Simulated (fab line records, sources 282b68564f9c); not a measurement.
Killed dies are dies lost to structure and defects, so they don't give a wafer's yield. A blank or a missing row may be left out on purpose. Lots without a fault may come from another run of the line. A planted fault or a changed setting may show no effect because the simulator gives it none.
fab line records | flow rit_cmos
record lots=6 wafers=18 last_day=7
route steps=202 shown PLDD@116 SPACER@125 NSD@131 PSD@142 SDANNEAL@153 SILICIDE@161 M1@202
lots that met no fault: from a run of the same line without faults
start_h: hours from the record's first day to the start of the lot's first wafer shown | wait_h: hours since the lot's step before | " the same as in the row above | L1.1+2: a row that stands for several wafers | - no value, or no start given | * or withheld: withheld | < > ~ a bound
route shown NAME@n: a module of which the file shows steps, and the number in the route of the first | usual: mean/standard deviation of fault-free wafers | same: alike in all rows | chamber/n: place in a boat | sites: the reading at each site | _std_site: their standard deviation | _edge_site: outer sites' mean less inner sites' | radius_mm: how far each site lies from the wafer's centre | mask NAME#n: copy n | behind: the tool/chamber that last shaped the wafer | hold: why the lot was held/for how many hours/how that ended | device: the transistor (n, p or np) that didn't switch | end of line: the same wafers' tests at the end of the route | a step without rows: its recipe alone | killed: dies lost to structure and defects at the first sort, not the wafer's yield | map: a wafer's dies, x killed, . not, _ none there
set.NAME: the setting as run; set.NAME@STEP: as run at that earlier step | model.NAME: the simulator's own value behind a step, which no gauge read
lots at some steps of the route; a table a step, a row a wafer
services: from which hour (start_h, from the record's first day; less than 0 if before it) a tool's chamber was out of use, for how many hours, and why
## steps
# step RIT_PLDD_SOFTBAKE_02
# recipe resist=NOVOLAK temp_c=90 time_s=60
# step RIT_PLDD_EXPOSE_03
# recipe mask_id=M8 na=0.57 target_cd_nm=40900 dose_mj=250
# step RIT_PLDD_PEB_04
# recipe resist=NOVOLAK temp_c=withheld time_s=withheld
# step RIT_PLDD_DEVELOP_05
# recipe resist=NOVOLAK develop_time_s=50 dev_temp_c=23
# step RIT_PLDD_OVL_MEAS_06
# usual PLDD_OVL=-0.5/1.4
# columns lot.wafer tool chamber start_h wait_h PLDD_OVL[nm]
L447.1 overlay-01 - 62.04 - 0.1
L447.2 " - " " -1.6
L447.6 " - " " -1.5
L448.1 overlay-02 - 64.24 - -3.4
L448.3 " - " " -3.0
L448.5 " - " " -1.3
L460.1 overlay-02 - 123.70 - -0.4
L460.2 " - " " 0.2
L460.6 " - " " -0.2
L462.1 overlay-02 - 135.50 - 2.0
L462.3 " - " " 0.7
L462.5 " - " " 0.6
L465.1 overlay-01 - 149.86 - 0.7
L465.5 " - " " 1.6
L465.6 " - " " 1.1
L467.1 overlay-01 - 163.80 - -2.3
L467.2 " - " " 0.3
L467.6 " - " " -0.3
# step RIT_PLDD_HARDBAKE_07
# recipe resist=NOVOLAK temp_c=140 time_s=60
# step RIT_PLDD_IMPLANT_08
# recipe species=BF2 energy_kev=20 dose_cm2=9e+14 tilt_deg=7
# step RIT_PLDD_STRIP_09
# recipe chemistry=O2 time_s=180 resist=NOVOLAK platen_temp_c=withheld power_w=500 pressure_mtorr=4000 o2_flow_sccm=4000
# usual drypump_motor_current_A=5.6/0.31
# columns lot.wafer tool chamber start_h wait_h drypump_motor_current_A rf_hours_counter_h
L447.1 plasma_asher-04 1 62.38 0.1 5.6 23
L447.2 " 0 " " 5.6 23
L447.6 " 1 " " 5.5 -
L448.1 plasma_asher-01 0 64.58 0.1 5.4 44
L448.3 " 1 " " 4.8 -
L448.5 " 1 " " 4.8 -
L460.1 plasma_asher-01 0 124.04 0.1 5.4 52
L460.2 " 1 " " 4.8 52
L460.6 " 1 " " 4.8 -
L462.1 plasma_asher-04 0 135.84 0.1 5.6 30
L462.3 " 0 " " 5.6 -
L462.5 " 1 " " 5.5 -
L465.1 plasma_asher-04 0 150.20 0.1 5.6 31
L465.5 " 1 " " 5.5 -
L465.6 " 0 " " 5.5 -
L467.1 plasma_asher-02 0 164.13 0.1 5.9 4
L467.2 " 1 " " 6.0 4
L467.6 " 0 " " 5.9 -
# step RIT_PLDD_TW_MEAS_10
# usual PLDD_TW=2354/15
# columns lot.wafer tool chamber start_h wait_h PLDD_TW
L447.1 film_metro-03 - 62.56 0.1 2375
L447.2 " - " " 2368
L447.6 " - " " 2355
L448.1 film_metro-03 - 64.75 0.1 2353
L448.3 " - " " 2371
L448.5 " - " " 2351
L460.1 film_metro-02 - 124.21 0.1 2337
L460.2 " - " " 2340
L460.6 " - " " 2338
L462.1 film_metro-02 - 136.01 0.1 2332
L462.3 " - " " 2327
L462.5 " - " " 2335
L465.1 film_metro-03 - 150.38 0.1 2353
L465.5 " - " " 2372
L465.6 " - " " 2355
L467.1 film_metro-02 - 164.31 0.1 2341
L467.2 " - " " 2333
L467.6 " - " " 2335
# step RIT_SPACER_CLEAN_00
# recipe chemistry=SC1 mix=3:3:50 time_s=600 temp_c=75
# step RIT_SPACER_CLEAN_01
# recipe chemistry=dHF dilution=50:1 time_s=30
# step RIT_SPACER_CLEAN_02
# recipe chemistry=SC2 mix=3:3:50 time_s=600 temp_c=75 dry=n2_spin
# step RIT_SPACER_CVD_03
# recipe material=Si3N4 target_thk_nm=250 temp_c=810 precursor=SiH2Cl2/NH3 time_s=3300 pressure_mtorr=289.8 sih2cl2_flow_sccm=60 nh3_flow_sccm=150
# usual sih2cl2_flow_sccm=59.98/0.2 spike_tc_source_C=831.2/1.3 susceptor_temp_C=810.0/0.34
# columns lot.wafer tool chamber start_h wait_h sih2cl2_flow_sccm spike_tc_source_C susceptor_temp_C model.Si3N4_of_SPACER_CVD_03.thk_nm
L447.1 lpcvd-02 1 63.19 0.0 90.03 830.2 809.6 279.3
L447.2 " 1 " " 89.89 832.9 809.8 279.8
L447.6 " 1 " " 90.08 830.2 809.9 280.1
L448.1 lpcvd-02 1 65.53 0.0 90.23 830.6 809.6 279.5
L448.3 " 1 " " 90.21 830.1 809.8 279.6
L448.5 " 1 " " 90.06 830.3 809.9 278.3
L460.1 lpcvd-01 1 124.67 0.0 59.68 829.1 810.0 246.2
L460.2 " 1 " " 59.85 831.3 809.7 246.1
L460.6 " 1 " " 59.83 832.8 810.1 246.4
L462.1 lpcvd-01 0 136.44 0.0 59.91 828.4 809.7 247.2
L462.3 " 0 " " 60.13 829.4 809.6 248.5
L462.5 " 0 " " 59.89 829.6 809.9 246.2
L465.1 lpcvd-02 0 150.87 0.0 60.03 833.5 810.5 242.4
L465.5 " 0 " " 59.61 832.1 810.0 242.7
L465.6 " 0 " " 60.02 833.0 810.3 242.8
L467.1 lpcvd-01 0 164.77 0.0 59.73 830.0 810.7 244.7
L467.2 " 0 " " 59.72 827.9 810.1 240.4
L467.6 " 0 " " 59.88 828.9 810.8 242.6
# step RIT_SPACER_THK_MEAS_04
# recipe reads=Si3N4_of_SPACER_CVD_03
# usual SPACER_NITRIDE_THK=245.4/2.1
# columns lot.wafer tool chamber start_h wait_h SPACER_NITRIDE_THK[nm]
L447.1 film_metro-03 - 65.11 0.0 279.6
L447.2 " - " " 279.7
L447.6 " - " " 280.1
L448.1 film_metro-03 - 67.45 0.0 279.6
L448.3 " - " " 279.5
L448.5 " - " " 278.5
L460.1 film_metro-02 - 126.59 0.0 246.2
L460.2 " - " " 246.1
L460.6 " - " " 246.4
L462.1 film_metro-03 - 138.36 0.0 247.2
L462.3 " - " " 248.7
L462.5 " - " " 246.3
L465.1 film_metro-03 - 152.79 0.0 242.4
L465.5 " - " " 242.5
L465.6 " - " " 242.9
L467.1 film_metro-01 - 166.68 0.0 244.7
L467.2 " - " " 240.4
L467.6 " - " " 242.5
# step RIT_SPACER_ETCHBACK_05
# recipe target_depth_a=2500 SF6_flow_sccm=30 CHF3_flow_sccm=30 target=Si3N4 chemistry=SF6/CHF3 pressure_mtorr=40 rf_w=250 time_s=240 stop_on=SiO2
# usual drypump_motor_current_A=5.5/0.48 oes_product_au=0.833/0.016 throttle_valve_pct=10.21/0.15
# columns lot.wafer tool chamber start_h wait_h drypump_motor_current_A oes_product_au rf_hours_counter_h throttle_valve_pct model.etch.depth_nm
L447.1 rie_diel-01 3 65.17 0.1 4.9 0.907 165 10.36 279.3
L447.2 " 2 " " 5.3 0.913 112 10.27 279.8
L447.6 " 1 " " 5.3 0.923 - 10.22 280.1
L448.1 rie_diel-03 0 67.51 0.1 5.7 0.922 121 10.11 279.5
L448.3 " 3 " " 6.0 0.920 111 10.19 279.6
L448.5 " 1 " " 4.6 0.897 - 10.06 278.3
L460.1 rie_diel-01 0 126.65 0.1 5.7 0.810 110 10.07 246.2
L460.2 " 2 " " 5.2 0.831 114 10.27 246.1
L460.6 " 2 " " 5.2 0.829 - 10.24 246.4
L462.1 rie_diel-03 3 138.42 0.1 6.0 0.844 112 10.16 247.2
L462.3 " 0 " " 5.7 0.847 122 10.07 248.5
L462.5 " 2 " " 6.1 0.826 - 10.37 246.2
L465.1 rie_diel-03 3 152.85 0.1 6.0 0.838 112 10.15 242.4
L465.5 " 0 " " 5.7 0.827 - 10.07 242.7
L465.6 " 1 " " 4.6 0.823 - 10.05 242.8
L467.1 rie_diel-03 2 166.74 0.1 6.1 0.832 1 10.35 244.7
L467.2 " 3 " " 6.0 0.827 113 10.15 240.4
L467.6 " 1 " " 4.6 0.829 - 10.04 242.6
# step RIT_NSD_HMDS_00
# recipe prime_time_s=60 prime_temp_c=140
# step RIT_NSD_COAT_01
# recipe resist=NOVOLAK spin_rpm=3250 resist_thk_nm=1000
# step RIT_NSD_SOFTBAKE_02
# recipe resist=NOVOLAK temp_c=90 time_s=60
# step RIT_NSD_EXPOSE_03
# recipe mask_id=M9 na=0.57 target_cd_nm=40700 dose_mj=250
# step RIT_NSD_PEB_04
# recipe resist=NOVOLAK temp_c=withheld time_s=withheld
# step RIT_NSD_DEVELOP_05
# recipe resist=NOVOLAK develop_time_s=50 dev_temp_c=23
# step RIT_NSD_OVL_MEAS_06
# usual NSD_OVL=-0.2/1.3
# columns lot.wafer tool chamber start_h wait_h NSD_OVL[nm]
L447.1 overlay-02 - 66.29 - 2.3
L447.2 " - " " 2.1
L447.6 " - " " 2.5
L448.1 overlay-02 - 68.63 - -0.6
L448.3 " - " " 0.8
L448.5 " - " " -0.2
L460.1 overlay-02 - 127.65 - -0.5
L460.2 " - " " -0.9
L460.6 " - " " -2.0
L462.1 overlay-01 - 139.42 - -1.1
L462.3 " - " " 2.4
L462.5 " - " " 0.3
L465.1 overlay-02 - 153.97 - 0.9
L465.5 " - " " 1.3
L465.6 " - " " 1.7
L467.1 overlay-01 - 167.93 - 0.3
L467.2 " - " " -0.5
L467.6 " - " " 0.1
# step RIT_NSD_HARDBAKE_07
# recipe resist=NOVOLAK temp_c=140 time_s=60
# step RIT_NSD_IMPLANT_08
# recipe species=P energy_kev=25 dose_cm2=1e+15 tilt_deg=7
# step RIT_NSD_STRIP_09
# recipe chemistry=O2 time_s=180 resist=NOVOLAK platen_temp_c=withheld power_w=500 pressure_mtorr=4000 o2_flow_sccm=4000
# usual drypump_motor_current_A=5.7/0.3
# columns lot.wafer tool chamber start_h wait_h drypump_motor_current_A rf_hours_counter_h
L447.1 plasma_asher-04 1 66.63 0.1 5.5 23
L447.2 " 0 " " 5.5 23
L447.6 " 1 " " 5.5 -
L448.1 plasma_asher-02 0 68.97 0.1 5.9 41
L448.3 " 1 " " 6.0 -
L448.5 " 1 " " 6.0 -
L460.1 plasma_asher-04 0 127.98 0.1 5.5 29
L460.2 " 1 " " 5.5 29
L460.6 " 0 " " 5.6 -
L462.1 plasma_asher-02 1 139.75 0.1 6.0 2
L462.3 " 1 " " 6.0 -
L462.5 " 1 " " 6.0 -
L465.1 plasma_asher-04 0 154.39 0.1 5.6 31
L465.5 " 1 " " 5.5 -
L465.6 " 0 " " 5.6 -
L467.1 plasma_asher-04 0 168.27 0.1 5.6 33
L467.2 " 1 " " 5.5 33
L467.6 " 1 " " 5.5 -
# step RIT_NSD_TW_MEAS_10
# usual NSD_TW=3127/21
# columns lot.wafer tool chamber start_h wait_h NSD_TW
L447.1 film_metro-04 - 66.80 0.1 3156
L447.2 " - " " 3145
L447.6 " - " " 3133
L448.1 film_metro-03 - 69.14 0.1 3130
L448.3 " - " " 3130
L448.5 " - " " 3139
L460.1 film_metro-03 - 128.16 0.1 3148
L460.2 " - " " 3137
L460.6 " - " " 3144
L462.1 film_metro-02 - 139.93 0.1 3097
L462.3 " - " " 3095
L462.5 " - " " 3103
L465.1 film_metro-03 - 154.56 0.1 3152
L465.5 " - " " 3127
L465.6 " - " " 3131
L467.1 film_metro-03 - 168.44 0.1 3150
L467.2 " - " " 3159
L467.6 " - " " 3150
# step RIT_PSD_HMDS_00
# recipe prime_time_s=60 prime_temp_c=140
# step RIT_PSD_COAT_01
# recipe resist=NOVOLAK spin_rpm=3250 resist_thk_nm=1000
# step RIT_PSD_SOFTBAKE_02
# recipe resist=NOVOLAK temp_c=90 time_s=60
# step RIT_PSD_EXPOSE_03
# recipe mask_id=M10 na=0.57 target_cd_nm=40900 dose_mj=250
# step RIT_PSD_PEB_04
# recipe resist=NOVOLAK temp_c=withheld time_s=withheld
# step RIT_PSD_DEVELOP_05
# recipe resist=NOVOLAK develop_time_s=50 dev_temp_c=23
# step RIT_PSD_OVL_MEAS_06
# usual PSD_OVL=0.5/1.5
# columns lot.wafer tool chamber start_h wait_h PSD_OVL[nm]
L447.1 overlay-02 - 67.71 - -0.5
L447.2 " - " " 0.4
L447.6 " - " " 0.3
L448.1 overlay-01 - 70.18 - -1.4
L448.3 " - " " -0.1
L448.5 " - " " -0.8
L460.1 overlay-02 - 129.19 - 2.8
L460.2 " - " " 2.8
L460.6 " - " " 2.6
L462.1 overlay-01 - 141.02 - 1.4
L462.3 " - " " 0.8
L462.5 " - " " 1.8
L465.1 overlay-02 - 155.47 - 0.7
L465.5 " - " " 0.9
L465.6 " - " " 2.0
L467.1 overlay-02 - 169.48 - -0.5
L467.2 " - " " 0.6
L467.6 " - " " 0.0
# step RIT_PSD_HARDBAKE_07
# recipe resist=NOVOLAK temp_c=140 time_s=60
# step RIT_PSD_IMPLANT_08
# recipe species=BF2 energy_kev=27 dose_cm2=4.93e+15 tilt_deg=7
# step RIT_PSD_STRIP_09
# recipe chemistry=O2 time_s=180 resist=NOVOLAK platen_temp_c=withheld power_w=500 pressure_mtorr=4000 o2_flow_sccm=4000
# usual drypump_motor_current_A=5.3/0.4
# columns lot.wafer tool chamber start_h wait_h drypump_motor_current_A rf_hours_counter_h
L447.1 plasma_asher-04 1 68.05 0.1 5.5 23
L447.2 " 0 " " 5.5 23
L447.6 " 0 " " 5.6 -
L448.1 plasma_asher-01 0 70.53 0.1 5.4 44
L448.3 " 1 " " 4.8 -
L448.5 " 1 " " 4.8 -
L460.1 plasma_asher-01 1 129.53 0.1 4.8 52
L460.2 " 0 " " 5.4 52
L460.6 " 0 " " 5.4 -
L462.1 plasma_asher-04 0 141.38 0.1 5.6 30
L462.3 " 1 " " 5.6 -
L462.5 " 1 " " 5.5 -
L465.1 plasma_asher-03 1 155.81 0.1 6.0 54
L465.5 " 1 " " 5.9 -
L465.6 " 0 " " 5.0 -
L467.1 plasma_asher-01 0 169.81 0.1 5.4 57
L467.2 " 1 " " 4.8 57
L467.6 " 0 " " 5.3 -
# step RIT_PSD_TW_MEAS_10
# usual PSD_TW=3437/24
# columns lot.wafer tool chamber start_h wait_h PSD_TW
L447.1 film_metro-03 - 68.22 0.1 3426
L447.2 " - " " 3453
L447.6 " - " " 3461
L448.1 film_metro-02 - 70.71 0.1 3402
L448.3 " - " " 3391
L448.5 " - " " 3411
L460.1 film_metro-02 - 129.70 0.1 3409
L460.2 " - " " 3398
L460.6 " - " " 3407
L462.1 film_metro-03 - 141.55 0.1 3457
L462.3 " - " " 3453
L462.5 " - " " 3458
L465.1 film_metro-03 - 155.98 0.1 3444
L465.5 " - " " 3442
L465.6 " - " " 3457
L467.1 film_metro-02 - 169.99 0.1 3417
L467.2 " - " " 3422
L467.6 " - " " 3399
# step RIT_SDANNEAL_CLEAN_00
# recipe chemistry=SC1 mix=3:3:50 time_s=600 temp_c=75
# step RIT_SDANNEAL_CLEAN_01
# recipe chemistry=dHF dilution=50:1 time_s=29.45
# step RIT_SDANNEAL_CLEAN_02
# recipe chemistry=SC2 mix=3:3:50 time_s=600 temp_c=75 dry=n2_spin
# step RIT_SDANNEAL_RTA_03
# recipe temp_c=1050 time_s=5 idle_temp_c=600 ramp_up_c_per_s=342 ramp_down_c_per_s=171 cool_to_c=600 ambient=N2
# usual chamber_o2_ppm=1.994/0.019 wafer_temp_C_max=1053.5/1.2
# columns lot.wafer tool chamber start_h wait_h chamber_o2_ppm wafer_temp_C_max
L447.1 rtp_anneal-02 0 68.67 0.0 1.980 1052.9
L447.2 " 0 " " 1.996 1053.0
L447.6 " 0 " " 1.965 1053.8
L448.1 rtp_anneal-01 0 71.14 0.0 2.002 1056.0
L448.3 " 0 " " 2.030 1051.1
L448.5 " 0 " " 1.972 1055.7
L460.1 rtp_anneal-01 0 130.20 0.0 1.999 1051.9
L460.2 " 0 " " 1.958 1054.4
L460.6 " 0 " " 1.980 1054.4
L462.1 rtp_anneal-01 0 142.01 0.0 1.992 1054.1
L462.3 " 0 " " 1.971 1054.0
L462.5 " 0 " " 1.994 1053.1
L465.1 rtp_anneal-02 0 156.82 0.0 1.993 1052.2
L465.5 " 0 " " 1.974 1054.7
L465.6 " 0 " " 2.024 1054.0
L467.1 rtp_anneal-02 0 170.43 0.0 2.011 1055.5
L467.2 " 0 " " 1.984 1054.3
L467.6 " 0 " " 1.985 1053.8
# step RIT_SDANNEAL_RS_MEAS_04
# recipe thk_meas_gauge=four-point-probe
# usual PSD_RS=116.1/0.3
# columns lot.wafer tool chamber start_h wait_h PSD_RS[ohm/sq]
L447.1 film_metro-02 - 68.72 0.0 116.0
L447.2 " - " " 115.6
L447.6 " - " " 115.9
L448.1 film_metro-04 - 71.25 0.1 116.3
L448.3 " - " " 116.0
L448.5 " - " " 116.0
L460.1 film_metro-04 - 130.26 0.0 115.8
L460.2 " - " " 116.1
L460.6 " - " " 116.1
L462.1 film_metro-04 - 142.07 0.0 115.8
L462.3 " - " " 115.7
L462.5 " - " " 115.8
L465.1 film_metro-02 - 156.88 0.0 116.3
L465.5 " - " " 115.9
L465.6 " - " " 116.0
L467.1 film_metro-03 - 170.49 0.0 116.8
L467.2 " - " " 116.0
L467.6 " - " " 116.1
# step RIT_SILICIDE_WET_ETCH_00
# recipe chemistry=BOE target=SiO2 target_depth_nm=14 time_s=15 dry=n2_spin dilution=10:1 temp_c=21.5
# columns lot.wafer tool chamber start_h wait_h model.Si3N4_of_SPACER_CVD_03.thk_nm
L447.1 wet_bench-01 0 69.20 0.1 216.7
L447.2 " 0 " " 217.2
L447.6 " 0 " " 218.8
L448.1+5 wet_bench-04 0 71.73 0.1 217.5
L448.3 " 0 " " 217.4
L460.1 wet_bench-03 0 130.74 0.1 193
L460.2 " 0 " " 191.3
L460.6 " 0 " " 192
L462.1 wet_bench-01 1 142.55 0.1 192.1
L462.3 " 1 " " 193.1
L462.5 " 1 " " 193.5
L465.1 wet_bench-04 2 157.36 0.1 187.6
L465.5 " 2 " " 188.6
L465.6 " 2 " " 191.8
L467.1 wet_bench-03 1 170.97 0.1 191
L467.2 " 1 " " 186.2
L467.6 " 1 " " 191.3
# step RIT_M1_PROBE_99
# usual killed_at_front_end=6.6/2.9 killed_dies=6.6/3 killed_open=3.4/2 killed_short=3.2/2
# same gross_dies=264 killed_at_M0_to_M3=0 killed_at_M4_up=0 killed_at_back_side=0 killed_at_contacts=0 killed_at_other=0
# columns lot.wafer tool chamber start_h wait_h killed_at_front_end killed_dies killed_open killed_short model.etest.nmos_0p15.r_on_ohm_um model.etest.pplus_sal.width_nm model.etest.nplus_sal.width_nm model.etest.pwell_pinched.rs_ohm_sq model.etest.nwell_pinched.rs_ohm_sq model.etest.contact_nplus.end_ohm_um model.etest.field_p_metal.vt_v model.etest.diode_nplus_comb.leak_log10_a_cm2
L447.1 prober-01 - 76.55 0.1 11 11 6 5 1028 3389 3400 443.5 323.3 38.22 -31.63 -5.636
L447.2 prober-01 - 76.60 0.1 2 2 2 0 1034 3411 3397 437.7 326 38.92 -31.49 -5.348
L447.6 prober-01 - 76.80 0.2 5 5 2 3 1003 3372 3372 436.9 318.5 37.12 -31.96 -5.5
L448.1 prober-02 - 78.77 0.1 5 5 2 3 1032 3357 3351 444.2 321.8 39.39 -29.87 -5.545
L448.3 prober-02 - 78.87 0.2 4 4 3 1 1040 3362 3370 443 324.1 39 -29.87 -5.638
L448.5 prober-02 - 78.97 0.2 7 7 2 5 1027 3369 3357 449.4 319.8 38.02 -30.61 -5.484
L460.1 prober-02 - 137.70 0.1 5 5 2 3 1083 3403 3404 456.3 336.7 40.41 -27.88 -5.212
L460.2 prober-02 - 137.75 0.1 0 0 0 0 1118 3425 3427 465.3 341.5 41.59 -27.35 -4.932
L460.6 prober-02 - 137.95 0.2 4 4 3 1 1128 3425 3406 467.3 340.1 40.83 -28.04 -4.966
L462.1 prober-02 - 149.66 0.1 5 5 5 0 1121 3458 3455 460.1 337.7 43.69 -30.05 -4.786
L462.3 prober-02 - 149.76 0.2 8 8 6 2 1099 3464 3453 451.8 339.5 42.82 -29.93 -4.778
L462.5 prober-02 - 149.86 0.2 3 3 2 1 1096 3416 3424 447.6 333.1 44 -30.61 -4.905
L465.1 prober-01 - 164.49 0.1 3 3 1 2 1151 3437 3440 461.6 346.1 43.19 -28.78 -5.401
L465.5 prober-01 - 164.69 0.2 11 11 5 6 1120 3434 3442 462.7 341.5 44.34 -29.16 -4.93
L465.6 prober-01 - 164.74 0.2 3 3 1 2 1079 3396 3400 439.2 334.7 43.81 -30.28 -5.221
L467.1 prober-01 - 177.83 0.1 10 10 6 4 1109 3470 3442 462.9 338.6 40.72 -30.15 -5.191
L467.2 prober-01 - 177.88 0.1 14 14 3 11 1168 3468 3474 471.6 345.5 41.56 -30.08 -5.146
L467.6 prober-01 - 178.08 0.2 5 5 3 2 1076 3436 3412 452.6 333.8 39.97 -30.57 -5.056
# killed by level:class
L447.1 GATE:geometric_particle:short=3 SPACER:geometric_particle:open=3 FOX1:geometric_particle:short=1 FOX2:geometric_particle:open=1 GATE:geometric_particle:open=1 REOX:geometric_particle:open=1 SILICIDE:geometric_particle:short=1
L447.2 FOX1:geometric_particle:open=1 GATE:geometric_particle:open=1
L447.6 FOX1:geometric_particle:open=1 GATE:geometric_particle:short=1 REOX:geometric_particle:short=1 SPACER:geometric_particle:open=1 SPACER:geometric_particle:short=1
L448.1 GATE:geometric_particle:short=2 FOX1:geometric_particle:short=1 GATE:geometric_particle:open=1 REOX:geometric_particle:open=1
L448.3 FOX2:geometric_particle:open=2 ACTIVE:geometric_particle:short=1 GATE:geometric_particle:open=1
L448.5 GATE:geometric_particle:short=2 FOX1:geometric_particle:short=1 FOX2:geometric_particle:open=1 GATE:geometric_particle:open=1 SPACER:geometric_particle:short=1 SILICIDE:geometric_particle:short=1
L460.1 FOX1:geometric_particle:short=1 GATE:geometric_particle:short=1 REOX:geometric_particle:open=1 REOX:geometric_particle:short=1 SPACER:geometric_particle:open=1
L460.6 REOX:geometric_particle:open=2 REOX:geometric_particle:short=1 SPACER:geometric_particle:open=1
L462.1 GATE:geometric_particle:open=4 FOX2:geometric_particle:open=1
L462.3 GATE:geometric_particle:open=4 GATE:geometric_particle:short=2 FOX2:geometric_particle:open=1 SILICIDE:geometric_particle:open=1
L462.5 GATE:geometric_particle:short=1 SPACER:geometric_particle:open=1 SILICIDE:geometric_particle:open=1
L465.1 FOX1:geometric_particle:short=1 GATE:geometric_particle:open=1 SPACER:geometric_particle:short=1
L465.5 GATE:geometric_particle:open=3 GATE:geometric_particle:short=2 REOX:geometric_particle:open=2 SPACER:geometric_particle:short=2 FOX1:geometric_particle:short=1 SILICIDE:geometric_particle:short=1
L465.6 FOX1:geometric_particle:short=1 GATE:geometric_particle:short=1 GATE:geometric_particle:open=1
L467.1 GATE:geometric_particle:open=2 SPACER:geometric_particle:open=2 SILICIDE:geometric_particle:short=2 FOX2:geometric_particle:open=1 GATE:geometric_particle:short=1 SPACER:geometric_particle:short=1 SILICIDE:geometric_particle:open=1
L467.2 GATE:geometric_particle:short=3 FOX1:geometric_particle:short=2 SPACER:geometric_particle:short=2 SILICIDE:geometric_particle:open=2 ACTIVE:geometric_particle:short=1 FOX1:geometric_particle:open=1 FOX2:geometric_particle:short=1 REOX:geometric_particle:short=1
L467.6 SPACER:geometric_particle:open=2 FOX1:geometric_particle:short=1 REOX:geometric_particle:open=1 SILICIDE:geometric_particle:short=1
## services
# columns tool chamber start_h hours kind
plasma_asher-02 - 43.47 2.2 repair
wet_bench-03 - 67.34 3.2 repair
plasma_asher-03 - 68.20 8.0 repair
plasma_asher-04 - 69.16 10.0 pm
rie_diel-03 2 81.28 - clean
rie_diel-03 2 81.28 27.5 scheduled_down
rie_diel-03 2 81.28 27.5 vent_cycle
plasma_asher-01 - 90.33 1.3 repair
rie_diel-01 1 91.97 6.0 repair
plasma_asher-04 - 95.39 2.0 repair
rie_diel-01 0 99.73 3.7 repair
rie_diel-01 - 108.20 0.7 repair
plasma_asher-02 - 108.75 9.0 pm
plasma_asher-02 0 108.75 9.0 vent_cycle
rie_diel-03 - 109.82 2.8 pm
rie_diel-01 1 123.27 3.6 repair
rie_diel-03 1 130.25 - clean
rie_diel-03 1 130.25 19.8 scheduled_down
rie_diel-03 1 130.25 19.8 vent_cycle
rie_diel-01 2 132.34 2.6 repair
plasma_asher-02 - 135.05 4.4 repair
rie_diel-03 3 141.57 7.8 repair
wet_bench-03 - 162.22 5.4 repair
rtp_anneal-01 - 164.61 0.7 pm
## key
first_sign step=RIT_SPACER_CVD_03 reading=sih2cl2_flow_sccm direction=up sigmas=99+ usual=59.98 struck=90.08
effect step=RIT_SPACER_THK_MEAS_04 reading=SPACER_NITRIDE_THK direction=up sigmas=16 usual=245.4 struck=279.5
effect step=RIT_SPACER_ETCHBACK_05 reading=oes_product_au direction=up sigmas=4.9 usual=0.833 struck=0.914
model_effect step=RIT_SPACER_CVD_03 value=Si3N4_of_SPACER_CVD_03.thk_nm without=244.1 struck=279.4
model_effect step=RIT_SPACER_ETCHBACK_05 value=etch.depth_nm without=244.1 struck=279.4
model_effect step=RIT_SILICIDE_WET_ETCH_00 value=Si3N4_of_SPACER_CVD_03.thk_nm without=189.9 struck=217.5
model_effect step=RIT_M1_PROBE_99 value=etest.nmos_0p15.r_on_ohm_um without=1100 struck=1027
met_at RIT_SPACER_CVD_03
struck_wafers L447.1,L447.2,L447.6,L448.1,L448.3,L448.5
tester_left_out L447,L448
fault kind=process_parameter_drift tool=lpcvd-02 chamber=1 onset_h=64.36 steps=RIT_SPACER_CVD_03 channel=sih2cl2_flow_sccm offset=30 shape=step end_h=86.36 acts_in=these_recipes_only stated=60
# tester_left_out: of these lots the tester's yield and bins aren't shown, on N5 and GAA mostly nor the transistor test; their killed dies are dies lost to structure and defects alone, not to doping, threshold or leakage, so they don't give the yield
